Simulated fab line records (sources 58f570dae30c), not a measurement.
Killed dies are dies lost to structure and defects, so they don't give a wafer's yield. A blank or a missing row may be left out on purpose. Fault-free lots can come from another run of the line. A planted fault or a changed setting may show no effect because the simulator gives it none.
Which tool is to blame?	flow berkeleyCmos170	45 wafers from 15 lots sampled at 5 of the route's 331 steps

## WHAT EACH GAUGE READ, for each wafer
UCB170_SACOX_THK_MEAS_02. Usual: SACOX_OXIDE_THK 14.34 nm, standard deviation 0.18.
lot	measured	on	SACOX_OXIDE_THK (nm)	flag
L331	day 5 08:09	filmMetro-01	14.39 14.42 14.55	
L333	day 5 18:35	filmMetro-02	14.22 14.30 14.15	
L334	day 6 05:41	filmMetro-03	14.54 14.56 14.85	
L336	day 6 05:42	filmMetro-02	14.43 14.35 14.54	
L337	day 6 15:48	filmMetro-01	14.43 14.35 14.06	
L338	day 7 02:57	filmMetro-03	14.38 14.51 14.28	
L342	day 7 11:22	filmMetro-03	14.44 14.61 14.27	
L339	day 7 11:22	filmMetro-01	14.47 14.41 14.28	
L343	day 8 01:14	filmMetro-02	14.12 14.31 14.10	
L347	day 8 20:54	filmMetro-01	14.54 14.53 14.31	
L350	day 9 09:33	filmMetro-02	14.48 14.41 14.42	
L351	day 9 20:23	filmMetro-01	14.60 14.37 14.33	

UCB170_FIELD_THK_MEAS_91. Usual: FIELD_OXIDE_LEFT_2_THK 350 nm, standard deviation 8.6.
lot	measured	on	FIELD_OXIDE_LEFT_2_THK (nm)	flag
L331	day 5 17:40	filmMetro-04	342 346 349	
L333	day 6 07:29	filmMetro-03	345 339 353	
L334	day 6 17:08	filmMetro-03	349 353 349	
L336	day 6 17:44	filmMetro-04	357 357 359	
L337	day 7 06:13	filmMetro-03	357 359 368	
L338	day 7 16:38	filmMetro-04	347 333 329	
L342	day 8 05:08	filmMetro-03	351 352 351	
L339	day 8 05:04	filmMetro-04	344 350 337	
L343	day 8 16:20	filmMetro-02	340 351 351	
L347	day 9 10:31	filmMetro-02	345 339 342	
L350	day 9 22:11	filmMetro-04	354 355 351	
L351	day 10 08:11	filmMetro-04	360 354 359	

UCB170_GATE_OVL_MEAS_13. Usual: GATE_OVL -2 nm, standard deviation 5.9.
lot	measured	on	GATE_OVL (nm)	flag
L331	day 6 04:52	overlay-01	1 -5 -2	
L333	day 6 18:01	overlay-02	-7 -9 -5	
L334	day 7 07:14	overlay-02	-3 -4 -12	
L336	day 7 07:31	overlay-01	5 3 2	
L337	day 7 21:38	overlay-01	8 7 2	
L338	day 8 06:17	overlay-01	-8 -16 -9	
L342	day 8 16:55	overlay-02	-8 -9 -4	
L339	day 8 16:33	overlay-02	-1 -4 0	
L343	day 9 07:26	overlay-01	-5 -3 4	
L347	day 9 20:43	overlay-02	-3 4 2	
L350	day 10 08:14	overlay-02	8 13 5	
L351	day 10 23:17	overlay-01	-5 -2 -13	

## WHAT TOOL EACH LOT RAN ON (gives the tool, then ch and the chambers of the sampled wafers, and finally the start)
lot	UCB170_ACTIVE_ETCH_15	UCB170_ACTIVE_STRIP_16
L331	rieDiel-02 ch 1,3, day 4 12:37	plasmaAsher-03 ch 0,1, day 4 12:43
L333	rieDiel-03 ch 0,1,3, day 4 23:16	plasmaAsher-02 ch 0,1, day 4 23:22
L334	rieDiel-04 ch 0,1,2, day 5 05:02	plasmaAsher-04 ch 0,1, day 5 05:08
L336	rieDiel-04 ch 0,1, day 5 11:40	plasmaAsher-02 ch 0,1, day 5 11:46
L337	rieDiel-03 ch 1,2,3, day 5 18:10	plasmaAsher-02 ch 0,1, day 5 18:16
L338	rieDiel-04 ch 1,3, day 6 06:53	plasmaAsher-04 ch 0, day 6 06:59
L342	rieDiel-03 ch 0,2,3, day 6 14:16	plasmaAsher-04 ch 0,1, day 6 14:22
L339	rieDiel-03 ch 1,2,3, day 6 14:24	plasmaAsher-04 ch 0,1, day 6 14:30
L344	rieDiel-04 ch 1,2, day 7 00:42	plasmaAsher-03 ch 0,1, day 7 00:50
L343	rieDiel-02 ch 1,2,3, day 7 00:56	plasmaAsher-02 ch 0,1, day 7 01:02
L346	rieDiel-04 ch 0,1,2, day 7 12:24	plasmaAsher-03 ch 0,1, day 7 12:32
L347	rieDiel-02 ch 0,1,3, day 7 22:12	plasmaAsher-04 ch 0,1, day 7 22:18
L348	rieDiel-04 ch 0,1,3, day 7 22:27	plasmaAsher-03 ch 0,1, day 7 22:33
L350	rieDiel-02 ch 0,3, day 8 09:04	plasmaAsher-03 ch 0, day 8 09:10
L351	rieDiel-02 ch 0,1,2, day 8 19:15	plasmaAsher-03 ch 0, day 8 19:21
- UCB170_ACTIVE_ETCH_15: etches Si3N4 in CH3F/Ar/O2, stops on SiO2, target depth 242 nm, time 151 s.
- UCB170_ACTIVE_STRIP_16: strips in O2.

## AS READ BY THE TOOLS THEMSELVES (means over the sampled wafers that have a number; for cases with no such wafer, the mark the record gives instead)
UCB170_ACTIVE_ETCH_15. Usual: drypumpMotorCurrentA 5.8 A, standard deviation 0.34; mfcArSccm 50.01 sccm, standard deviation 0.15; oesProductAu 0.940 a.u., standard deviation 0.013; rfFwdPowerW 447.8 W, standard deviation 1.6; throttleValvePct 8.01 %, standard deviation 0.13.
lot	tool	drypumpMotorCurrentA (A)	mfcArSccm (sccm)	oesProductAu (a.u.)	rfFwdPowerW (W)	throttleValvePct (%)	flag
L331	rieDiel-02	5.7	49.94	0.938	447.3	8.14	
L333	rieDiel-03	5.4	50.01	0.937	449.8	8.10	
L334	rieDiel-04	6.0	50.08	0.942	446.7	7.95	
L336	rieDiel-04	6.1	50.09	0.935	447.9	8.00	
L337	rieDiel-03	5.6	50.06	0.924	449.1	8.00	
L338	rieDiel-04	5.6	49.92	0.938	448.1	7.88	
L342	rieDiel-03	5.6	49.93	0.938	448.8	7.98	
L339	rieDiel-03	5.6	49.96	0.927	447.6	8.00	
L344	rieDiel-04	5.7	50.00	0.866	268.6	7.92	OFF
L343	rieDiel-02	5.8	49.95	0.951	448.2	8.05	
L346	rieDiel-04	6.0	50.16	0.859	269.4	7.95	OFF
L347	rieDiel-02	5.9	50.02	0.953	447.1	8.13	
L348	rieDiel-04	5.8	50.05	0.861	267.7	7.93	OFF
L350	rieDiel-02	6.2	49.91	0.947	447.3	8.09	
L351	rieDiel-02	5.7	49.80	0.954	449.3	8.08	

UCB170_ACTIVE_STRIP_16. Usual: drypumpMotorCurrentA 5.9 A, standard deviation 0.56; oesProductAu 0.721 a.u., standard deviation 0.0043; stripTimeToEndpointS 18.13 s, standard deviation 0.086.
lot	tool	drypumpMotorCurrentA (A)	oesProductAu (a.u.)	stripTimeToEndpointS (s)	flag
L331	plasmaAsher-03	5.3	0.724	18.16	
L333	plasmaAsher-02	6.1	0.720	18.15	
L334	plasmaAsher-04	6.4	0.723	18.04	
L336	plasmaAsher-02	6.0	0.719	18.08	
L337	plasmaAsher-02	6.1	0.720	18.10	
L338	plasmaAsher-04	6.7	0.721	18.26	
L342	plasmaAsher-04	6.0	0.723	18.11	
L339	plasmaAsher-04	6.0	0.720	18.02	
L344	plasmaAsher-03	5.3	0.722	18.99	OFF
L343	plasmaAsher-02	6.0	0.721	18.10	
L346	plasmaAsher-03	5.3	0.715	19.09	OFF
L347	plasmaAsher-04	6.0	0.720	18.12	
L348	plasmaAsher-03	5.3	0.724	18.94	OFF
L350	plasmaAsher-03	6.1	0.724	18.18	
L351	plasmaAsher-03	6.1	0.718	18.09	

## THE ANSWER, worked out from the rows above alone
Rule: lot off if the mean of its wafers having a number is beyond 3 standard deviations from the usual mean. A lot without any number at a reading at which 4 lots or more have one is off too. Where the step has rows for the other lots, those lots are counted as sound. After the gauges, taken in route order, come the tools' own readings; for these a lot's mean is taken, as printed above. At the first step where some lot is off, the reading lying furthest off is the one used; lots without a number count as furthest.
Off at UCB170_ACTIVE_ETCH_15 (rfFwdPowerW): L344, L346, L348.
If a tool, at that step or one of the process steps before it, ran each lot that is off and ran no sound lot following the first of them, it fits. One fits: UCB170_ACTIVE_ETCH_15 on rieDiel-04. Its last sound lot is L338 (day 6 06:53), its first lot that is off L344 (day 7 00:42): a fault that began between those two fits.
The tool's own readings at UCB170_ACTIVE_ETCH_15 bear it out: on the lots that are off they differ by more than 5 times the standard deviation of the sound lots' means. oesProductAu reads 0.862 a.u. there against 0.940 a.u. on the sound lots; rfFwdPowerW reads 268.6 W there against 448.1 W on the sound lots.

## WHAT HAD BEEN PUT IN BY THE SIMULATOR
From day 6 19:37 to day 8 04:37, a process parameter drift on rieDiel-04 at UCB170_ACTIVE_ETCH_15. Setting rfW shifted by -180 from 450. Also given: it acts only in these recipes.
Struck lots among those shown: L344, L346, L348. This agrees with what the rule above found.
